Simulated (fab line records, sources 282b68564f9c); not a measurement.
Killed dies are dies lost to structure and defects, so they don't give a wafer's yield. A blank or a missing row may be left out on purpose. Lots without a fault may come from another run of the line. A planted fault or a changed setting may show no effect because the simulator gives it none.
fab line records | flow rit_cmos
record lots=5 wafers=15 last_day=7
route steps=202 shown GATE@77 FOX2@80 M1@202
lots that met no fault: from a run of the same line without faults
start_h: hours from the record's first day to the start of the lot's first wafer shown | wait_h: hours since the lot's step before | " the same as in the row above | L1.1+2: a row that stands for several wafers | - no value, or no start given | * or withheld: withheld | < > ~ a bound
route shown NAME@n: a module of which the file shows steps, and the number in the route of the first | usual: mean/standard deviation of fault-free wafers | same: alike in all rows | chamber/n: place in a boat | sites: the reading at each site | _std_site: their standard deviation | _edge_site: outer sites' mean less inner sites' | radius_mm: how far each site lies from the wafer's centre | mask NAME#n: copy n | behind: the tool/chamber that last shaped the wafer | hold: why the lot was held/for how many hours/how that ended | device: the transistor (n, p or np) that didn't switch | end of line: the same wafers' tests at the end of the route | a step without rows: its recipe alone | killed: dies lost to structure and defects at the first sort, not the wafer's yield | map: a wafer's dies, x killed, . not, _ none there
set.NAME: the setting as run; set.NAME@STEP: as run at that earlier step | model.NAME: the simulator's own value behind a step, which no gauge read
lots at some steps of the route; a table a step, a row a wafer
services: from which hour (start_h, from the record's first day; less than 0 if before it) a tool's chamber was out of use, for how many hours, and why
## steps
# step RIT_GATE_CLEAN_02
# recipe chemistry=dHF dilution=50:1 time_s=30
# step RIT_GATE_CLEAN_03
# recipe chemistry=SC2 mix=3:3:50 time_s=600 temp_c=75 dry=n2_spin
# step RIT_GATE_CLEAN_04
# recipe chemistry=dHF dilution=50:1 time_s=58.39 dry=n2_spin
# step RIT_FOX2_THK_MEAS_91
# recipe reads=SiO2_of_FOX2_OXIDATION_00
# usual FIELD_OXIDE_LEFT_2_THK=254/6.2
# columns lot.wafer tool chamber start_h wait_h FIELD_OXIDE_LEFT_2_THK[nm]
L167.1 film_metro-03 - 60.83 0.0 252
L167.3 " - " " 254
L167.4 " - " " 253
L169.1 film_metro-01 - 69.71 0.0 258
L169.2 " - " " 259
L169.4 " - " " 262
L170.1 film_metro-01 - 78.00 0.0 257
L170.5 " - " " 261
L170.6 " - " " 252
L182.4 film_metro-01 - 135.09 0.0 255
L182.5 " - " " 249
L182.6 " - " " 248
L183.2 film_metro-01 - 139.72 0.0 244
L183.3 " - " " 249
L183.5 " - " " 242
# step RIT_GATE_OXIDATION_05
# recipe temp_c=900 ambient=O2 target_thk_a=30 ox_time_s=270
# step RIT_GATE_ANNEAL_06
# recipe temp_c=900 time_s=600 ambient=N2O
# step RIT_GATE_THK_MEAS_07
# recipe reads=SiO2_of_GATE_OXIDATION_05
# usual GATE_OXIDE_THK=3.00/0.066
# columns lot.wafer tool chamber start_h wait_h GATE_OXIDE_THK[nm]
L167.1 film_metro-03 - 64.68 0.0 3.05
L167.3 " - " " 3.02
L167.4 " - " " 3.06
L169.1 film_metro-03 - 74.56 0.0 3.08
L169.2 " - " " 3.10
L169.4 " - " " 3.00
L170.1 film_metro-03 - 79.38 0.0 3.04
L170.5 " - " " 2.98
L170.6 " - " " 2.92
L182.4 film_metro-02 - 138.02 0.0 3.04
L182.5 " - " " 3.07
L182.6 " - " " 3.02
L183.2 film_metro-02 - 142.31 0.0 3.07
L183.3 " - " " 2.95
L183.5 " - " " 2.94
# step RIT_GATE_CVD_08
# recipe material=poly-Si target_thk_nm=250 temp_c=610 precursor=SiH4 time_s=2220 pressure_mtorr=300 sih4_flow_sccm=100
# step RIT_GATE_THK_MEAS_09
# recipe reads=poly-Si_of_GATE_CVD_08
# usual GATE_POLY_THK=248.0/2.9
# columns lot.wafer tool chamber start_h wait_h GATE_POLY_THK[nm]
L167.1 film_metro-03 - 66.54 0.0 250.4
L167.3 " - " " 250.2
L167.4 " - " " 249.0
L169.1 film_metro-02 - 77.04 0.0 244.0
L169.2 " - " " 243.9
L169.4 " - " " 244.1
L170.1 film_metro-01 - 81.06 0.0 254.6
L170.5 " - " " 252.0
L170.6 " - " " 252.6
L182.4 film_metro-02 - 139.70 0.0 249.8
L182.5 " - " " 251.2
L182.6 " - " " 252.9
L183.2 film_metro-03 - 143.99 0.0 251.5
L183.3 " - " " 251.7
L183.5 " - " " 253.2
# step RIT_GATE_HMDS_10
# recipe prime_time_s=60 prime_temp_c=140
# step RIT_GATE_COAT_11
# recipe resist=NOVOLAK spin_rpm=4250 resist_thk_nm=850
# step RIT_GATE_SOFTBAKE_12
# recipe resist=NOVOLAK temp_c=90 time_s=60
# step RIT_GATE_EXPOSE_13
# recipe mask_id=M6 na=0.6 source_shape=conventional sigma_outer=0.6 target_cd_nm=150 dose_mj=380
# usual reticle_temp_C=23.02/0.094
# columns lot.wafer tool chamber start_h wait_h mask reticle_temp_C
L167.1 iline_stepper-02 0 67.05 0.1 M6#0 22.94
L167.3 " 0 " " M6#0 22.91
L167.4 " 0 " " M6#0 23.15
L169.1 iline_stepper-02 0 77.55 0.1 M6_R1#0 23.01
L169.2 " 0 " " M6_R1#0 23.02
L169.4 " 0 " " M6_R1#0 22.89
L170.1 iline_stepper-01 0 81.75 0.2 M6#0 23.10
L170.5 " 0 " " M6#0 22.89
L170.6 " 0 " " M6#0 22.98
L182.4 iline_stepper-01 0 140.36 0.2 M6#0 22.97
L182.5 " 0 " " M6#0 23.00
L182.6 " 0 " " M6#0 22.94
L183.2 iline_stepper-02 0 144.63 0.2 M6#0 23.00
L183.3 " 0 " " M6#0 23.07
L183.5 " 0 " " M6#0 23.08
# step RIT_GATE_PEB_14
# recipe resist=NOVOLAK temp_c=withheld time_s=withheld
# step RIT_GATE_DEVELOP_15
# recipe resist=NOVOLAK develop_time_s=50 dev_temp_c=23
# step RIT_GATE_CD_MEAS_16
# recipe target_cd_nm=150
# usual cd_nm=150.6/1.9
# columns lot.wafer tool chamber start_h wait_h cd_nm
L167.1 cd_sem-02 - 67.60 - 148.1
L167.3 " - " " 147.2
L167.4 " - " " 147.4
L169.1 cd_sem-01 - 77.95 - 127.8
L169.2 " - " " 126.3
L169.4 " - " " 127.8
L170.1 cd_sem-01 - 82.37 - 146.9
L170.5 " - " " 150.0
L170.6 " - " " 147.9
L182.4 cd_sem-02 - 140.77 - 152.5
L182.5 " - " " 150.7
L182.6 " - " " 151.2
L183.2 cd_sem-02 - 145.03 - 149.4
L183.3 " - " " 149.1
L183.5 " - " " 150.5
# step RIT_GATE_OVL_MEAS_17
# usual GATE_OVL=0.0/1.2
# columns lot.wafer tool chamber start_h wait_h GATE_OVL[nm]
L167.1 overlay-02 - 67.72 0.1 0.7
L167.3 " - " " 0.3
L167.4 " - " " -1.0
L169.1 overlay-02 - 78.07 0.1 1.5
L169.2 " - " " 0.6
L169.4 " - " " -0.8
L170.1 overlay-01 - 82.49 0.1 -0.6
L170.5 " - " " -0.1
L170.6 " - " " -1.1
L182.4 overlay-01 - 140.84 0.1 0.5
L182.5 " - " " 0.0
L182.6 " - " " -0.9
L183.2 overlay-01 - 145.14 0.1 -0.1
L183.3 " - " " -1.6
L183.5 " - " " -1.1
# step RIT_GATE_HARDBAKE_18
# recipe resist=NOVOLAK temp_c=140 time_s=60
# step RIT_GATE_ETCH_19
# recipe chemistry=SF6/CHF3/O2 time_s=165 SF6_flow_sccm=30 CHF3_flow_sccm=30 O2_flow_sccm=5 target=poly-Si pressure_mtorr=40 rf_w=160 target_depth_a=3125 over_etch_frac=0.25 stop_on=SiO2
# usual CHF3_flow_sccm=30.00/0.1 SF6_flow_sccm=30.01/0.085 drypump_motor_current_A=5.7/0.41 oes_product_au=0.843/0.013 throttle_valve_pct=10.21/0.086
# same over_etch_frac=0.25
# columns lot.wafer tool chamber start_h wait_h CHF3_flow_sccm SF6_flow_sccm drypump_motor_current_A oes_product_au rf_hours_counter_h throttle_valve_pct model.GATE.cd_nm
L167.1 rie_si-01 0 67.98 0.1 29.86 29.93 6.4 0.847 3 10.20 148.2
L167.3 " 2 " " 29.99 30.18 6.4 0.829 3 10.20 147
L167.4 " 3 " " 29.99 29.94 5.6 0.833 117 10.44 147.5
L169.1 rie_si-02 2 78.26 0.1 29.91 30.03 5.8 0.818 66 10.15 127.9
L169.2 " 1 " " 29.97 29.87 5.4 0.832 42 10.17 126.5
L169.4 " 0 " " 29.91 29.86 5.2 0.853 99 10.16 127.6
L170.1 rie_si-01 3 82.68 0.1 29.93 29.97 5.7 0.844 117 10.44 146.7
L170.5 " 1 " " 29.93 29.77 5.6 0.861 - 10.14 149.9
L170.6 " 0 " " 29.93 29.97 6.4 0.849 - 10.21 147.6
L182.4 rie_si-01 1 141.01 0.1 30.03 30.11 5.6 0.860 76 10.13 152.2
L182.5 " 0 " " 30.11 30.05 6.4 0.849 - 10.20 150.9
L182.6 " 1 " " 29.97 30.07 5.6 0.876 - 10.14 151.2
L183.2 rie_si-02 0 145.32 0.1 30.02 29.98 5.3 0.865 99 10.16 149.3
L183.3 " 3 " " 29.99 30.06 5.3 0.844 101 10.26 149.3
L183.5 " 3 " " 29.88 30.09 5.3 0.855 - 10.26 150.3
# step RIT_GATE_STRIP_20
# recipe chemistry=O2 time_s=180 resist=NOVOLAK platen_temp_c=withheld power_w=500 pressure_mtorr=4000 o2_flow_sccm=4000
# usual drypump_motor_current_A=5.71/0.29 o2_flow_sccm=4000/12
# columns lot.wafer tool chamber start_h wait_h drypump_motor_current_A o2_flow_sccm rf_hours_counter_h
L167.1 plasma_asher-04 0 68.09 0.1 5.01 4025 27
L167.3 " 1 " " 5.55 4012 -
L167.4 " 0 " " 5.02 4009 -
L169.1 plasma_asher-01 1 78.37 0.1 5.62 4014 43
L169.2 " 0 " " 6.10 4009 43
L169.4 " 0 " " 6.09 4005 -
L170.1 plasma_asher-01 1 82.79 0.1 5.61 3997 43
L170.5 " 0 " " 6.09 3992 -
L170.6 " 1 " " 5.66 3978 -
L182.4 plasma_asher-02 0 141.18 0.1 5.72 4001 -
L182.5 " 0 " " 5.73 3984 -
L182.6 " 1 " " 5.92 4028 -
L183.2 plasma_asher-01 1 145.43 0.1 5.62 3992 3
L183.3 " 1 " " 5.59 3991 -
L183.5 " 1 " " 5.59 4001 -
# step RIT_M1_PROBE_99
# usual killed_at_contacts=0.1/0.31 killed_at_front_end=8/3.1 killed_dies=8/3.2 killed_on_rim=2.1/1.6 killed_open=3.9/2.2 killed_short=3.8/2.1
# same gross_dies=264 killed_at_M0_to_M3=0 killed_at_M4_up=0 killed_at_back_side=0 killed_at_other=0
# columns lot.wafer tool chamber start_h wait_h killed_at_contacts killed_at_front_end killed_dies killed_on_rim killed_open killed_short model.etest.pmos_0p3.r_on_ohm_um model.etest.pmos_0p15.r_on_ohm_um model.etest.pmos_turned.r_on_ohm_um model.etest.nmos_0p15.r_on_ohm_um model.etest.nmos_0p3.r_on_ohm_um model.etest.nmos_0p15.drive_ua_um model.etest.pmos_0p15.drive_ua_um model.etest.npoly_line.line_ohm_um
L167.1 prober-02 - 89.03 0.1 1 4 5 1 1 4 6419 2837 3591 1175 2220 455.8 247.8 172.4
L167.3 prober-02 - 89.13 0.2 0 8 8 1 4 4 6392 2767 3497 1096 2185 463.1 252.4 175
L167.4 prober-02 - 89.18 0.2 0 4 4 1 3 1 6518 2863 3629 1176 2246 456.5 246.4 174.4
L169.1 prober-01 - 99.05 0.1 0 52 52 31 3 3 5940 2300 2935 1055 2120 541.7 318.2 218.7
L169.2 prober-01 - 99.10 0.1 0 35 35 22 4 1 5918 2250 2896 1029 2104 556.7 326.3 222.3
L169.4 prober-01 - 99.20 0.2 0 55 55 28 3 6 5952 2315 2944 1083 2140 543.6 320 216.3
L170.1 prober-02 - 108.59 0.1 0 12 12 4 6 6 6079 2582 3238 1146 2141 473.6 277.4 171.2
L170.5 prober-02 - 108.79 0.2 0 7 7 1 3 4 6132 2658 3281 1159 2157 458.6 266.9 164.2
L170.6 prober-02 - 108.84 0.2 0 8 8 3 4 4 6030 2565 3192 1139 2139 480.9 281.7 169.6
L182.4 prober-02 - 162.47 0.2 0 2 2 1 1 1 6460 2904 3619 1235 2271 437.2 243.1 164.6
L182.5 prober-02 - 162.52 0.2 0 4 4 0 0 4 6307 2764 3460 1141 2169 446.1 251.2 166.1
L182.6 prober-02 - 162.57 0.2 0 5 5 1 3 2 6406 2869 3618 1214 2235 440 245.1 164.8
L183.2 prober-01 - 166.31 0.1 0 9 9 5 6 3 6163 2640 3252 1127 2179 466.2 269.1 165.6
L183.3 prober-01 - 166.36 0.2 0 7 7 1 5 2 6151 2646 3254 1112 2160 466.2 268.7 167.8
L183.5 prober-01 - 166.46 0.2 0 9 9 1 6 3 6020 2586 3212 1108 2131 472.9 271.4 164.7
# killed by level:class
L167.1 REOX:geometric_particle:short=2 FOX1:geometric_particle:open=1 GATE:geometric_particle:short=1 CONTACT:geometric_particle:short=1
L167.3 FOX2:geometric_particle:short=2 GATE:geometric_particle:open=2 FOX1:geometric_particle:open=1 GATE:geometric_particle:short=1 SPACER:geometric_particle:short=1 SPACER:geometric_particle:open=1
L167.4 SPACER:geometric_particle:open=2 FOX1:geometric_particle:open=1 SPACER:geometric_particle:short=1
L169.1 GATE:area_expose=46 FOX2:geometric_particle:short=1 GATE:geometric_particle:short=1 GATE:geometric_particle:open=1 SPACER:geometric_particle:open=1 SILICIDE:geometric_particle:open=1 SILICIDE:geometric_particle:short=1
L169.2 GATE:area_expose=30 GATE:geometric_particle:open=2 REOX:geometric_particle:open=1 SPACER:geometric_particle:open=1 SILICIDE:geometric_particle:short=1
L169.4 GATE:area_expose=46 REOX:geometric_particle:short=2 SPACER:geometric_particle:short=2 FOX1:geometric_particle:open=1 FOX2:geometric_particle:short=1 GATE:geometric_particle:open=1 GATE:geometric_particle:short=1 SPACER:geometric_particle:open=1
L170.1 GATE:geometric_particle:open=4 GATE:geometric_particle:short=2 SPACER:geometric_particle:short=2 FOX1:geometric_particle:short=1 REOX:geometric_particle:open=1 REOX:geometric_particle:short=1 SILICIDE:geometric_particle:open=1
L170.5 SILICIDE:geometric_particle:open=2 SILICIDE:geometric_particle:short=2 FOX2:geometric_particle:open=1 GATE:geometric_particle:short=1 SPACER:geometric_particle:short=1
L170.6 FOX1:geometric_particle:short=2 FOX2:geometric_particle:open=2 FOX2:geometric_particle:short=1 REOX:geometric_particle:open=1 SILICIDE:geometric_particle:open=1 SILICIDE:geometric_particle:short=1
L182.4 SPACER:geometric_particle:open=1 SILICIDE:geometric_particle:short=1
L182.5 FOX1:geometric_particle:short=2 GATE:geometric_particle:short=1 REOX:geometric_particle:short=1
L182.6 GATE:geometric_particle:open=2 FOX1:geometric_particle:open=1 GATE:geometric_particle:short=1 REOX:geometric_particle:short=1
L183.2 GATE:geometric_particle:short=2 REOX:geometric_particle:open=2 FOX1:geometric_particle:short=1 FOX1:geometric_particle:open=1 FOX2:geometric_particle:open=1 GATE:geometric_particle:open=1 SILICIDE:geometric_particle:open=1
L183.3 FOX1:geometric_particle:open=2 FOX2:geometric_particle:open=1 GATE:geometric_particle:open=1 SPACER:geometric_particle:short=1 SPACER:geometric_particle:open=1 SILICIDE:geometric_particle:short=1
L183.5 FOX2:geometric_particle:open=3 FOX2:geometric_particle:short=2 GATE:geometric_particle:open=2 GATE:geometric_particle:short=1 SPACER:geometric_particle:open=1
# map L169.4 (x killed, . not)
________...x..._______
_____.....x.....xx____
____..............x___
___..............xx.__
__x..............xxxx_
__...............x..._
_.................x.xx
_...................x.
_...........x...xxxx.x
_................x..xx
__..........x.xx....x_
__x....x........xx.xx_
___.............xxxx__
____...xx....xxx..x___
_____.x.....x..xxx____
________xx..x.x_______
# map L183.2 (x killed, . not)
________.....x._______
_____.............____
____...............___
___...............x.__
__..................._
__..................._
_.....................
_..........x..........
_.....................
_x...........x........
__..................._
__.............x....._
___.................__
____...............___
_____...x.x.......____
________.....x._______
## services
# columns tool chamber start_h hours kind
plasma_asher-01 - 55.06 1.2 repair
iline_stepper-02 - 69.05 0.9 repair
plasma_asher-02 - 72.75 2.8 pm
rie_si-01 2 99.55 5.9 repair
plasma_asher-01 - 108.90 9.0 pm
plasma_asher-01 0 108.90 9.0 vent_cycle
plasma_asher-01 1 108.90 9.0 vent_cycle
plasma_asher-01 0 117.90 - clean
plasma_asher-01 1 117.90 - clean
plasma_asher-04 - 132.08 5.2 repair
## key
first_sign step=RIT_GATE_EXPOSE_13 reading=mask direction=changed
effect step=RIT_GATE_CD_MEAS_16 reading=cd_nm direction=down sigmas=12 usual=150.6 struck=127.3
effect step=RIT_M1_PROBE_99 reading=killed_at_front_end direction=up sigmas=13 usual=8 struck=47
model_effect step=RIT_GATE_ETCH_19 value=GATE.cd_nm without=149.3 struck=127.3
model_effect step=RIT_M1_PROBE_99 value=etest.pmos_0p3.r_on_ohm_um without=6466 struck=5937
more_kills_born_at RIT_GATE_EXPOSE_13@iline_stepper-02=122
met_at RIT_GATE_EXPOSE_13
struck_wafers L169.1,L169.2,L169.4
tester_left_out L169
onset_between 67.05 77.55
fault kind=wrong_mask tool=any chamber=- onset_h=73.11 steps=RIT_GATE_EXPOSE_13 aux_copy=M6_R1#0 cd_offset_nm=-22 scope=struck_lots_only
# tester_left_out: of these lots the tester's yield and bins aren't shown, on N5 and GAA mostly nor the transistor test; their killed dies are dies lost to structure and defects alone, not to doping, threshold or leakage, so they don't give the yield
